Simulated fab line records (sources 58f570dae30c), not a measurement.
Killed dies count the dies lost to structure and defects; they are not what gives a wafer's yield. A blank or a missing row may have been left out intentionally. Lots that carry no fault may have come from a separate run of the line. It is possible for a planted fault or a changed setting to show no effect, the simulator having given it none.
Matching of chambers / flow berkeley-cmos170 / cmp-01 running UCB170_V1_CMP_02: 4 sister chambers
The step polishes SiO2. 7 wafers are shown with their chamber, then 7 later ones without.

WAFERS PAIRED WITH THEIR CHAMBERS
wafer=L492.1; chamber=2; motor-current-A (A)=16.5; retaining-ring-pressure-frac=1.000
wafer=L492.4; chamber=1; motor-current-A (A)=17.5; retaining-ring-pressure-frac=0.998
wafer=L495.5; chamber=1; motor-current-A (A)=17.7; retaining-ring-pressure-frac=0.988
wafer=L500.1; chamber=0; motor-current-A (A)=14.9; retaining-ring-pressure-frac=1.000
wafer=L500.5; chamber=3; motor-current-A (A)=15.0; retaining-ring-pressure-frac=0.996
wafer=L504.3; chamber=3; motor-current-A (A)=15.9; retaining-ring-pressure-frac=1.006
wafer=L504.4; chamber=0; motor-current-A (A)=14.6; retaining-ring-pressure-frac=1.000

WAFERS WHOSE CHAMBER IS MISSING
wafer=L504.5; motor-current-A (A)=18.4; retaining-ring-pressure-frac=0.998
wafer=L508.3; motor-current-A (A)=16.0; retaining-ring-pressure-frac=1.005
wafer=L508.4; motor-current-A (A)=14.2; retaining-ring-pressure-frac=1.003
wafer=L508.5; motor-current-A (A)=18.4; retaining-ring-pressure-frac=1.004
wafer=L509.2; motor-current-A (A)=17.7; retaining-ring-pressure-frac=1.005
wafer=L509.3; motor-current-A (A)=17.7; retaining-ring-pressure-frac=1.002
wafer=L509.5; motor-current-A (A)=16.7; retaining-ring-pressure-frac=1.002

CHAMBER TAKEN BY EACH
wafer=L504.5; from the rows above=1; in truth=1
wafer=L508.3; from the rows above=can't be placed: 2 or 3 or 0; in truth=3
wafer=L508.4; from the rows above=can't be placed: 0 or 3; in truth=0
wafer=L508.5; from the rows above=1; in truth=1
wafer=L509.2; from the rows above=can't be placed: 1 or 2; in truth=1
wafer=L509.3; from the rows above=can't be placed: 1 or 2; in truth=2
wafer=L509.5; from the rows above=2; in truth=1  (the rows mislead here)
2 of 7 placed correctly. Not placeable from these rows: 4 (in 4, the candidates include the true chamber). Number placed wrongly: 1.
How it was worked out, from the rows above alone: a wafer's distance from a chamber is the root of the sum, over the readings, of the square of ((its reading less the chamber's mean) divided by the reading's scatter). The wafer belongs to the nearest chamber; if the next one is less than 2 further off, it can't be placed. A chamber's mean is the mean of its shown wafers. The scatter: take each reading less its chamber's mean, square it, sum over the shown wafers, divide by the number of wafers less the number of chambers, and take the root.
